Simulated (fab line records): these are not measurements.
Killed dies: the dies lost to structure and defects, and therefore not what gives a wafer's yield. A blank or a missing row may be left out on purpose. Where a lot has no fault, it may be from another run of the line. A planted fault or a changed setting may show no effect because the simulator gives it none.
fab line records | flow berkeley-cmos170
record: lots: 5 wafers: 23
route steps=331 shown START@3 PWELL@39 ACTIVE@70 FIELD@90 PVT@122 GATE@125 NLDD@159
start-h: hours from the record's opening day to when the first of the lot's shown wafers began | wait-h: hours from the lot's prior step to this one | " identical to the entry in the row above | L1.1+2: a single row standing in for several wafers | - either no value or no given start | * or withheld: withheld | < > ~ a bound
route shown NAME@n: a module of which the file shows steps, and the number in the route of the first | usual: the fault-free wafers' mean and standard deviation | same: alike in all rows | chamber/n: place in a boat | sites: the reading at each site | _std_site: the standard deviation of these | _edge_site: outer sites' mean less inner sites' | radius-mm: for every site, how far away it sits from the centre of the wafer | mask NAME#n: copy n | behind: the last tool/chamber to shape the wafer | hold: reason for holding the lot/hours on hold/outcome of the hold | device: names the non-switching transistor (n, p or np) | end of line: the tests these same wafers got at the end of their route | for a step that has no rows: nothing shown but its recipe | killed: dies lost to structure and defects at the first sort, not the wafer's yield | map: a wafer's dies, marking killed ones x, the rest . and places with no die _
set.NAME: the setting that was run; set.NAME@STEP: the one run at that earlier step | model.NAME: the simulator's own value behind a step, which no gauge read
lots where settings were altered on purpose, with a table for each step and a row for each wafer
== steps ==
step: UCB170_START_OXIDATION_02
recipe: temp-c: 950 ambient: O2 target-thk-a: 200 ox-time-s: 1800
columns lot.wafer tool chamber start-h wait-h set.ox-time-s model.SiO2_of_START_OXIDATION_02.thk-nm
L074.1 - - - 1.7 1698 19.59
L074.3 " - " " 1698 20.01
L074.4 " - " " 1698 19.92
L074.5 " - " " 1698 19.74
L074.6 " - " " 1698 19.65
L075.1 furnace-04 0 17.32 2.1 1800 19.57
L075.2+4 " 0 " " 1800 19.86
L079.1 - - - 3.8 1683 19.01
L079.2+4 " - " " 1683 19.12
L079.5 " - " " 1683 19.07
L079.6 " - " " 1683 18.92
L081.1 - - - 5.7 1966 21.12
L081.2 " - " " 1966 21.35
L081.3 " - " " 1966 21.01
L081.4 " - " " 1966 21.1
L081.6 " - " " 1966 20.85
L084.1+5 - - - 4.0 1699 19.06
L084.2 " - " " 1699 18.87
L084.3 " - " " 1699 18.85
L084.4 " - " " 1699 19.03
step: UCB170_PWELL_CVD_05
recipe: material: Si3N4 target-thk-nm: 220 temp-c: 800 precursor: SiH2Cl2/NH3 time-s: 3300 pressure-mtorr: 200 sih2cl2-flow-sccm: 25 nh3-flow-sccm: 75
columns lot.wafer tool chamber start-h wait-h set.temp-c model.Si3N4_of_PWELL_CVD_05.thk-nm
L074.1 - - - 0.0 811 267.8
L074.3 " - " " 811 268
L074.4 " - " " 811 269.7
L074.5 " - " " 811 266.8
L074.6 " - " " 811 266.1
L075.1 lpcvd-01 0 50.92 0.6 800 221.2
L075.2 " 0 " " 800 223.9
L075.4 " 0 " " 800 223.3
L079.1 - - - 0.0 784.6 170.8
L079.2 " - " " 784.6 170
L079.4 " - " " 784.6 169.9
L079.5 " - " " 784.6 170.5
L079.6 " - " " 784.6 170.6
L081.1+3 - - - 0.0 808.6 258.5
L081.2 " - " " 808.6 257.4
L081.4 " - " " 808.6 258.3
L081.6 " - " " 808.6 258.8
L084.1 - - - 1.2 800 224.3
L084.2 " - " " 800 223.2
L084.3 " - " " 800 223.4
L084.4 " - " " 800 224.7
L084.5 " - " " 800 223.8
step: UCB170_PWELL_THK_MEAS_06
recipe: reads: Si3N4_of_PWELL_CVD_05
usual: PWELL_NITRIDE_THK: 221.2/2.6
columns lot.wafer tool chamber start-h wait-h set.temp-c@PWELL_CVD_05 PWELL_NITRIDE_THK[nm]
L074.1 film-metro-04 - - - 811 267.7
L074.3 " - " " 811 267.9
L074.4 " - " " 811 269.8
L074.5 " - " " 811 267.0
L074.6 " - " " 811 266.2
L075.1 film-metro-04 - 52.83 0.0 800 221.3
L075.2 " - " " 800 223.9
L075.4 " - " " 800 223.4
L079.1 film-metro-04 - - - 784.6 170.7
L079.2 " - " " 784.6 169.8
L079.4 " - " " 784.6 170.0
L079.5 " - " " 784.6 170.5
L079.6 " - " " 784.6 170.6
L081.1 film-metro-04 - - - 808.6 258.5
L081.2 " - " " 808.6 257.5
L081.3 " - " " 808.6 258.3
L081.4 " - " " 808.6 258.4
L081.6 " - " " 808.6 259.1
L084.1 film-metro-04 - - - 800 224.2
L084.2 " - " " 800 223.1
L084.3 " - " " 800 223.3
L084.4 " - " " 800 224.9
L084.5 " - " " 800 223.9
step: UCB170_ACTIVE_EXPOSE_10
recipe: mask-id: ACTIVE target-cd-nm: 1200 na: 0.5 sigma-outer: 0.6 source-shape: conventional dose-mj: 20
columns lot.wafer tool chamber start-h wait-h mask set.dose-mj
L074.1+3+4 krf-scanner-01 0 73.85 0.2 ACTIVE#0 20
L074.5+6 " 0 " " ACTIVE#0 21.31
L075.1+2+4 krf-scanner-02 0 82.47 0.2 ACTIVE#0 20
L079.1+2+5 krf-scanner-02 0 107.12 0.2 ACTIVE#0 19.1
L079.4+6 " 0 " " ACTIVE#0 20
L081.1+3+4 krf-scanner-02 0 119.65 0.1 ACTIVE#0 20
L081.2+6 " 0 " " ACTIVE#0 19.5
L084.1+4 krf-scanner-01 0 127.48 0.2 ACTIVE#0 20
L084.2+3+5 " 0 " " ACTIVE#0 19.23
step: UCB170_ACTIVE_DEVELOP_12
recipe: developer: TMAH develop-time-s: 45 resist: KrF dev-temp-c: 21
columns lot.wafer tool chamber start-h wait-h set.develop-time-s
L074.1+6 litho-track-01 0 - - 38.27
L074.3+4+5 " 0 " " 45
L075.1+2+4 litho-track-01 0 - - 45
L079.1+2 litho-track-01 0 - - 45
L079.4+5+6 " 0 " " 38.34
L081.1+2 litho-track-03 0 - - 45
L081.3+4+6 " 0 " " 40.48
L084.1+2+3 litho-track-01 0 - - 47.66
L084.4+5 " 0 " " 45
step: UCB170_ACTIVE_CD_MEAS_13
recipe: target-cd-nm: 1200
usual: cd-nm: 1199.9/1.4
columns lot.wafer tool chamber start-h wait-h set.dose-mj@ACTIVE_EXPOSE_10 cd-nm
L074.1 cd-sem-01 - 74.24 - 20 1199.3
L074.3 " - " " 20 1196.8
L074.4 " - " " 20 1199.8
L074.5 " - " " 21.31 1185.7
L074.6 " - " " 21.31 1187.9
L075.1 cd-sem-01 - 82.86 - 20 1199.2
L075.2 " - " " 20 1199.6
L075.4 " - " " 20 1200.0
L079.1 cd-sem-01 - 107.82 - 19.1 1207.3
L079.2 " - " " 19.1 1208.7
L079.4 " - " " 20 1202.0
L079.5 " - " " 19.1 1208.2
L079.6 " - " " 20 1201.8
L081.1 cd-sem-01 - 120.06 - 20 1198.0
L081.2 " - " " 19.5 1204.0
L081.3 " - " " 20 1200.3
L081.4 " - " " 20 1200.0
L081.6 " - " " 19.5 1204.7
L084.1 cd-sem-01 - 128.16 - 20 1202.0
L084.2 " - " " 19.23 1209.1
L084.3 " - " " 19.23 1208.1
L084.4 " - " " 20 1200.5
L084.5 " - " " 19.23 1208.7
step: UCB170_ACTIVE_ETCH_15
recipe: chemistry: CH3F/Ar/O2 target: Si3N4 stop-on: SiO2 CH3F_flow_sccm: 20 Ar_flow_sccm: 50 O2_flow_sccm: 7 pressure-mtorr: 50 rf-w: 450 target-depth-a: 2420 over-etch-frac: 0.1 time-s: 151
columns lot.wafer tool chamber start-h wait-h set.dose-mj@ACTIVE_EXPOSE_10 model.ACTIVE.cd-nm
L074.1 rie-diel-04 0 74.40 0.0 20 1199
L074.3 " 3 " " 20 1197
L074.4 " 2 " " 20 1200
L074.5 " 1 " " 21.31 1186
L074.6 " 2 " " 21.31 1188
L075.1+2+4 rie-diel-02 2,0,2 83.02 0.0 20 1200
L079.1 rie-diel-02 3 107.98 0.0 19.1 1207
L079.2 " 1 " " 19.1 1209
L079.4+6 " 0,3 " " 20 1202
L079.5 " 2 " " 19.1 1208
L081.1 rie-diel-01 2 120.21 0.0 20 1198
L081.2+6 " 3 " " 19.5 1204
L081.3+4 " 0,1 " " 20 1200
L084.1 rie-diel-01 2 128.31 0.0 20 1202
L084.2+5 " 3,1 " " 19.23 1209
L084.3 " 1 " " 19.23 1208
L084.4 " 0 " " 20 1200
step: UCB170_ACTIVE_STRIP_16
recipe: chemistry: O2 power-w: 400 pressure-mtorr: 3500 platen-temp-c: withheld o2-flow-sccm: 400 overash-fraction: 0.5
step: UCB170_ACTIVE_CD_MEAS_90
recipe: target-cd-nm: 1200
usual: cd-nm: 1199.8/1.4
columns lot.wafer tool chamber start-h wait-h set.dose-mj@ACTIVE_EXPOSE_10 cd-nm
L074.1 cd-sem-01 - 74.60 0.1 20 1199.5
L074.3 " - " " 20 1197.0
L074.4 " - " " 20 1199.5
L074.5 " - " " 21.31 1185.9
L074.6 " - " " 21.31 1187.7
L075.1 cd-sem-02 - 83.22 0.1 20 1199.3
L075.2 " - " " 20 1199.8
L075.4 " - " " 20 1200.6
L079.1 cd-sem-01 - 108.18 0.1 19.1 1207.5
L079.2 " - " " 19.1 1208.6
L079.4 " - " " 20 1202.3
L079.5 " - " " 19.1 1207.9
L079.6 " - " " 20 1201.8
L081.1 cd-sem-01 - 120.45 0.1 20 1198.1
L081.2 " - " " 19.5 1203.5
L081.3 " - " " 20 1200.0
L081.4 " - " " 20 1199.8
L081.6 " - " " 19.5 1204.6
L084.1 cd-sem-01 - 128.51 0.1 20 1201.4
L084.2 " - " " 19.23 1209.0
L084.3 " - " " 19.23 1207.9
L084.4 " - " " 20 1200.5
L084.5 " - " " 19.23 1208.7
step: UCB170_FIELD_OXIDATION_01
recipe: temp-c: 1000 ambient: H2O p-h2o-torr: 584.62 target-thk-a: 5583 ox-time-s: 7200
columns lot.wafer tool chamber start-h wait-h set.ox-time-s model.SiO2_of_FIELD_OXIDATION_01.thk-nm
L074.1 - - - 1.7 6142 500.6
L074.3 " - " " 6142 492.2
L074.4 " - " " 6142 494.7
L074.5 " - " " 6142 500
L074.6 " - " " 6142 502
L075.1 furnace-02 0 88.38 2.2 7200 554.5
L075.2 " 0 " " 7200 564.7
L075.4 " 0 " " 7200 562
L079.1 - - - 2.8 7657 582.9
L079.2 " - " " 7657 577.9
L079.4 " - " " 7657 582.3
L079.5 " - " " 7657 581.6
L079.6 " - " " 7657 583.5
L081.1 - - - 1.8 7768 584.8
L081.2 " - " " 7768 584.6
L081.3 " - " " 7768 588.8
L081.4 " - " " 7768 591.6
L081.6 " - " " 7768 587.5
L084.1 - - - 2.2 6652 514.3
L084.2 " - " " 6652 527.1
L084.3 " - " " 6652 526.5
L084.4 " - " " 6652 530
L084.5 " - " " 6652 525.5
step: UCB170_FIELD_THK_MEAS_02
recipe: reads: SiO2_of_FIELD_OXIDATION_01
usual: FIELD_OXIDE_THK: 557/9.8
columns lot.wafer tool chamber start-h wait-h set.ox-time-s@FIELD_OXIDATION_01 FIELD_OXIDE_THK[nm]
L074.1 film-metro-03 - - - 6142 501
L074.3 " - " " 6142 492
L074.4 " - " " 6142 495
L074.5 " - " " 6142 500
L074.6 " - " " 6142 502
L075.1 film-metro-01 - 91.38 0.0 7200 555
L075.2 " - " " 7200 565
L075.4 " - " " 7200 562
L079.1 film-metro-03 - - - 7657 583
L079.2 " - " " 7657 578
L079.4 " - " " 7657 582
L079.5 " - " " 7657 581
L079.6 " - " " 7657 583
L081.1 film-metro-04 - - - 7768 585
L081.2 " - " " 7768 584
L081.3 " - " " 7768 588
L081.4 " - " " 7768 592
L081.6 " - " " 7768 588
L084.1 film-metro-03 - - - 6652 515
L084.2 " - " " 6652 527
L084.3 " - " " 6652 526
L084.4 " - " " 6652 530
L084.5 " - " " 6652 526
step: UCB170_FIELD_WET_ETCH_06
recipe: chemistry: BOE dilution: 5:1 target: SiO2 temp-c: 25 time-s: 22
columns lot.wafer tool chamber start-h wait-h set.time-s set.ox-time-s@FIELD_OXIDATION_01 model.SiO2_of_FIELD_OXIDATION_01.thk-nm
L074.1 - - - 0.0 20.58 6142 386.8
L074.3 " - " " 20.58 6142 378.2
L074.4 " - " " 20.58 6142 381
L074.5 " - " " 20.58 6142 386
L074.6 " - " " 20.58 6142 388.6
L075.1 wet-bench-04 1 99.10 0.0 22 7200 438.2
L075.2 " 1 " " 22 7200 448.2
L075.4 " 1 " " 22 7200 445.7
L079.1 - - - 0.0 20.52 7657 469.4
L079.2 " - " " 20.52 7657 464.7
L079.4 " - " " 20.52 7657 468.9
L079.5 " - " " 20.52 7657 468.2
L079.6 " - " " 20.52 7657 470.3
L081.1 - - - 0.0 19.15 7768 473.7
L081.2 " - " " 19.15 7768 473.5
L081.3 " - " " 19.15 7768 477.6
L081.4 " - " " 19.15 7768 480.8
L081.6 " - " " 19.15 7768 476.4
L084.1 - - - 0.4 20.91 6652 399
L084.2+3 " - " " 20.91 6652 412
L084.4 " - " " 20.91 6652 415.1
L084.5 " - " " 20.91 6652 410.6
step: UCB170_FIELD_THK_MEAS_90
recipe: reads: SiO2_of_FIELD_OXIDATION_01
usual: FIELD_OXIDE_LEFT_1_THK: 441/10
columns lot.wafer tool chamber start-h wait-h set.ox-time-s@FIELD_OXIDATION_01 FIELD_OXIDE_LEFT_1_THK[nm]
L074.1 film-metro-01 - - - 6142 387
L074.3 " - " " 6142 378
L074.4 " - " " 6142 381
L074.5 " - " " 6142 386
L074.6 " - " " 6142 388
L075.1 film-metro-04 - 99.11 0.0 7200 438
L075.2 " - " " 7200 448
L075.4 " - " " 7200 446
L079.1 film-metro-01 - - - 7657 470
L079.2 " - " " 7657 465
L079.4 " - " " 7657 469
L079.5 " - " " 7657 469
L079.6 " - " " 7657 470
L081.1 film-metro-04 - - - 7768 474
L081.2 " - " " 7768 473
L081.3 " - " " 7768 478
L081.4 " - " " 7768 481
L081.6 " - " " 7768 476
L084.1 film-metro-01 - - - 6652 399
L084.2 " - " " 6652 412
L084.3 " - " " 6652 412
L084.4 " - " " 6652 415
L084.5 " - " " 6652 410
step: UCB170_PVT_IMPLANT_07
recipe: species: P dose-cm2: 2e+12 energy-kev: 30 tilt-deg: 7
columns lot.wafer tool chamber start-h wait-h set.dose-cm2
L074.1+3+4+5+6 implanter-02 0 103.02 0.0 2e+12
L075.1+2+4 implanter-02 0 112.97 0.0 2e+12
L079.1+5+6 implanter-01 0 141.50 0.0 1.952e+12
L079.2+4 " 0 " " 2e+12
L081.1+2+6 implanter-02 0 147.86 0.0 2e+12
L081.3+4 " 0 " " 1.946e+12
L084.1+2+3+4+5 implanter-02 0 158.67 0.0 2e+12
step: UCB170_PVT_STRIP_08
recipe: chemistry: O2 power-w: 400 pressure-mtorr: 3500 platen-temp-c: withheld o2-flow-sccm: 400 overash-fraction: 0.5
step: UCB170_GATE_WET_ETCH_00
recipe: chemistry: dHF dilution: 25:1 target: SiO2 temp-c: 25 time-s: 200
step: UCB170_FIELD_THK_MEAS_91
recipe: reads: SiO2_of_FIELD_OXIDATION_01
usual: FIELD_OXIDE_LEFT_2_THK: 353/9.8
columns lot.wafer tool chamber start-h wait-h set.ox-time-s@FIELD_OXIDATION_01 FIELD_OXIDE_LEFT_2_THK[nm]
L074.1 film-metro-01 - 103.39 0.0 6142 299
L074.3 " - " " 6142 291
L074.4 " - " " 6142 293
L074.5 " - " " 6142 298
L074.6 " - " " 6142 301
L075.1 film-metro-04 - 113.35 0.0 7200 351
L075.2 " - " " 7200 361
L075.4 " - " " 7200 358
L079.1 film-metro-01 - 143.73 0.0 7657 381
L079.2 " - " " 7657 376
L079.4 " - " " 7657 380
L079.5 " - " " 7657 380
L079.6 " - " " 7657 382
L081.1 film-metro-03 - 148.24 0.0 7768 386
L081.2 " - " " 7768 386
L081.3 " - " " 7768 389
L081.4 " - " " 7768 393
L081.6 " - " " 7768 389
L084.1 film-metro-04 - 160.72 0.0 6652 311
L084.2 " - " " 6652 324
L084.3 " - " " 6652 324
L084.4 " - " " 6652 327
L084.5 " - " " 6652 323
step: UCB170_GATE_COAT_07
recipe: resist: KrF spin-rpm: 1500 resist-thk-nm: 900
columns lot.wafer tool chamber start-h wait-h set.spin-rpm model.KrF_of_GATE_COAT_07.thk-nm
L074.1+5 litho-track-01 0 - - 1500 898.3
L074.3 " 0 " " 1500 897
L074.4 " 0 " " 1500 897.8
L074.6 " 0 " " 1500 899.1
L075.1 litho-track-01 0 - - 1500 898.2
L075.2 " 0 " " 1500 899.8
L075.4 " 0 " " 1500 898.8
L079.1 litho-track-03 0 - - 1396 933.7
L079.2 " 0 " " 1500 901.5
L079.4 " 0 " " 1396 933.2
L079.5 " 0 " " 1500 900.5
L079.6 " 0 " " 1396 934.3
L081.1 litho-track-03 0 - - 1575 873.5
L081.2 " 0 " " 1500 898.1
L081.3 " 0 " " 1575 874.1
L081.4 " 0 " " 1575 875.4
L081.6 " 0 " " 1500 897.8
L084.1 litho-track-01 0 - - 1500 899.6
L084.2 " 0 " " 1500 897.6
L084.3 " 0 " " 1500 898.3
L084.4 " 0 " " 1500 901.8
L084.5 " 0 " " 1500 898.8
step: UCB170_GATE_SOFTBAKE_08
recipe: resist: KrF temp-c: 130 time-s: 60
step: UCB170_GATE_EXPOSE_09
recipe: mask-id: POLY target-cd-nm: 350 na: 0.5 sigma-outer: 0.6 source-shape: conventional dose-mj: 21
step: UCB170_GATE_ETCH_14
recipe: chemistry: N2/H2 target-depth-a: withheld overetch-a: withheld target: BARC time-s: withheld source-w: 500 bias-w: 100 pressure-mtorr: 30 n2-flow-sccm: 100 h2-flow-sccm: 200
step: UCB170_GATE_ETCH_15
recipe: chemistry: HBr/Cl2 target: poly-Si stop-on: SiO2 over-etch-frac: 0.3 icp-w: 300 bias-w: 150 time-s: 54.5 pressure-mtorr: 15 HBr_flow_sccm: 150 Cl2_flow_sccm: 50 target-depth-a: 2782
columns lot.wafer tool chamber start-h wait-h set.spin-rpm@GATE_COAT_07 model.KrF_of_GATE_COAT_07.thk-nm
L074.1 rie-si-02 1 114.65 - 1500 779.3
L074.3 " 2 " " 1500 777.6
L074.4 " 0 " " 1500 776.6
L074.5 " 0 " " 1500 777
L074.6 " 1 " " 1500 779.2
L075.1 rie-si-01 2 124.47 - 1500 776.8
L075.2 " 1 " " 1500 779.5
L075.4 " 0 " " 1500 776.6
L079.1 rie-si-02 2 151.05 - 1396 814.8
L079.2 " 0 " " 1500 780.9
L079.4 " 1 " " 1396 814.1
L079.5 " 2 " " 1500 781.4
L079.6 " 0 " " 1396 812.7
L081.1 rie-si-01 3 160.28 - 1575 752.4
L081.2 " 1 " " 1500 777.9
L081.3 " 2 " " 1575 753.9
L081.4 " 2 " " 1575 755.2
L081.6 " 1 " " 1500 778.3
L084.1 rie-si-02 1 170.65 - 1500 780.3
L084.2 " 3 " " 1500 780.9
L084.3 " 0 " " 1500 778.3
L084.4 " 2 " " 1500 783.5
L084.5 " 0 " " 1500 779.5
step: UCB170_NLDD_COAT_01
recipe: resist: KrF spin-rpm: 1500 resist-thk-nm: 900
columns lot.wafer tool chamber start-h wait-h set.spin-rpm model.KrF_of_NLDD_COAT_01.thk-nm
L074.1 litho-track-02 0 117.69 0.1 1500 902.7
L074.3 " 0 " " 1500 901.4
L074.4 " 0 " " 1500 902.8
L074.5 " 0 " " 1500 900.8
L074.6 " 0 " " 1500 901.7
L075.1 litho-track-04 0 126.78 0.1 1500 898.2
L075.2 " 0 " " 1500 900.9
L075.4 " 0 " " 1500 896.9
L079.1 litho-track-02 0 154.14 0.1 1568 880
L079.2 " 0 " " 1500 896.2
L079.4 " 0 " " 1568 879
L079.5 " 0 " " 1500 901
L079.6 " 0 " " 1500 897.3
L081.1 litho-track-04 0 163.34 0.1 1583 877.2
L081.2 " 0 " " 1500 899.8
L081.3 " 0 " " 1583 878.1
L081.4 " 0 " " 1500 898.6
L081.6 " 0 " " 1583 873.4
L084.1+2 litho-track-02 0 173.40 0.1 1500 901.1
L084.3 " 0 " " 1500 901.9
L084.4 " 0 " " 1500 900.7
L084.5 " 0 " " 1500 898.4
step: UCB170_NLDD_IMPLANT_09
recipe: species: As dose-cm2: 5e+13 energy-kev: 30 tilt-deg: 7 rotation-deg: 180
columns lot.wafer tool chamber start-h wait-h set.dose-cm2
L074.1+5+6 implanter-04 0 118.84 0.1 5e+13
L074.3+4 " 0 " " 4.844e+13
L075.1+2+4 implanter-01 0 127.78 0.1 5e+13
L079.1+2+4+5+6 implanter-04 0 155.41 0.1 5e+13
L081.1+4+6 implanter-01 0 164.77 0.1 5.371e+13
L081.2+3 " 0 " " 5e+13
L084.1+4+5 implanter-04 0 174.68 0.1 5.201e+13
L084.2+3 " 0 " " 5e+13
step: UCB170_NLDD_STRIP_10
recipe: chemistry: O2 power-w: 400 pressure-mtorr: 3500 platen-temp-c: withheld o2-flow-sccm: 400 overash-fraction: 0.5
usual: strip-time-to-endpoint-s: 21.57/0.062
columns lot.wafer tool chamber start-h wait-h set.spin-rpm@NLDD_COAT_01 strip-time-to-endpoint-s
L074.1 plasma-asher-03 0 118.99 0.1 1500 21.68
L074.3 " 0 " " 1500 21.63
L074.4 " 1 " " 1500 21.65
L074.5 " 1 " " 1500 21.60
L074.6 " 0 " " 1500 21.63
L075.1 plasma-asher-04 1 127.93 0.1 1500 21.55
L075.2 " 0 " " 1500 21.61
L075.4 " 1 " " 1500 21.51
L079.1 plasma-asher-04 0 155.56 0.1 1568 21.11
L079.2 " 1 " " 1500 21.51
L079.4 " 1 " " 1568 21.08
L079.5 " 1 " " 1500 21.61
L079.6 " 0 " " 1500 21.52
L081.1 plasma-asher-02 1 164.92 0.1 1583 21.04
L081.2 " 0 " " 1500 21.59
L081.3 " 1 " " 1583 21.08
L081.4 " 0 " " 1500 21.56
L081.6 " 1 " " 1583 20.97
L084.1 plasma-asher-03 0 174.83 0.1 1500 21.63
L084.2 " 1 " " 1500 21.63
L084.3 " 0 " " 1500 21.66
L084.4 " 1 " " 1500 21.62
L084.5 " 0 " " 1500 21.55
== key ==
split: step: UCB170_START_OXIDATION_02 setting: ox-time-s stated: 1800 by: lot
response: step: UCB170_START_OXIDATION_02 reading: model.SiO2_of_START_OXIDATION_02.thk-nm change: +0.119 per: 1% r: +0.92
split: step: UCB170_PWELL_CVD_05 setting: temp-c stated: 800 by: lot
response: step: UCB170_PWELL_CVD_05 reading: model.Si3N4_of_PWELL_CVD_05.thk-nm change: +29.5 per: 1% r: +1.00
response: step: UCB170_PWELL_THK_MEAS_06 reading: PWELL_NITRIDE_THK change: +29.5 per: 1% r: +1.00
split: step: UCB170_ACTIVE_EXPOSE_10 setting: dose-mj stated: 20 by: wafer
response: step: UCB170_ACTIVE_CD_MEAS_13 reading: cd-nm change: -1.74 per: 1% r: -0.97
response: step: UCB170_ACTIVE_ETCH_15 reading: model.ACTIVE.cd-nm change: -1.73 per: 1% r: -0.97
response: step: UCB170_ACTIVE_CD_MEAS_90 reading: cd-nm change: -1.74 per: 1% r: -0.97
split: step: UCB170_ACTIVE_DEVELOP_12 setting: develop-time-s stated: 45 by: wafer
response none clear
split: step: UCB170_FIELD_OXIDATION_01 setting: ox-time-s stated: 7200 by: lot
response: step: UCB170_FIELD_OXIDATION_01 reading: model.SiO2_of_FIELD_OXIDATION_01.thk-nm change: +4.01 per: 1% r: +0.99
response: step: UCB170_FIELD_THK_MEAS_02 reading: FIELD_OXIDE_THK change: +3.99 per: 1% r: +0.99
response: step: UCB170_FIELD_WET_ETCH_06 reading: model.SiO2_of_FIELD_OXIDATION_01.thk-nm change: +4.1 per: 1% r: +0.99
response: step: UCB170_FIELD_THK_MEAS_90 reading: FIELD_OXIDE_LEFT_1_THK change: +4.1 per: 1% r: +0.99
response: step: UCB170_FIELD_THK_MEAS_91 reading: FIELD_OXIDE_LEFT_2_THK change: +4.09 per: 1% r: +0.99
split: step: UCB170_FIELD_WET_ETCH_06 setting: time-s stated: 22 by: lot
response none clear
split: step: UCB170_PVT_IMPLANT_07 setting: dose-cm2 stated: 2e+12 by: wafer
response none clear
split: step: UCB170_GATE_COAT_07 setting: spin-rpm stated: 1500 by: wafer
response: step: UCB170_GATE_COAT_07 reading: model.KrF_of_GATE_COAT_07.thk-nm change: -4.72 per: 1% r: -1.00
response: step: UCB170_GATE_ETCH_15 reading: model.KrF_of_GATE_COAT_07.thk-nm change: -4.76 per: 1% r: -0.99
split: step: UCB170_NLDD_COAT_01 setting: spin-rpm stated: 1500 by: wafer
response: step: UCB170_NLDD_COAT_01 reading: model.KrF_of_NLDD_COAT_01.thk-nm change: -4.14 per: 1% r: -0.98
response: step: UCB170_NLDD_STRIP_10 reading: strip-time-to-endpoint-s change: * per: 1% r: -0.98
split: step: UCB170_NLDD_IMPLANT_09 setting: dose-cm2 stated: 5e+13 by: wafer
response none in this file
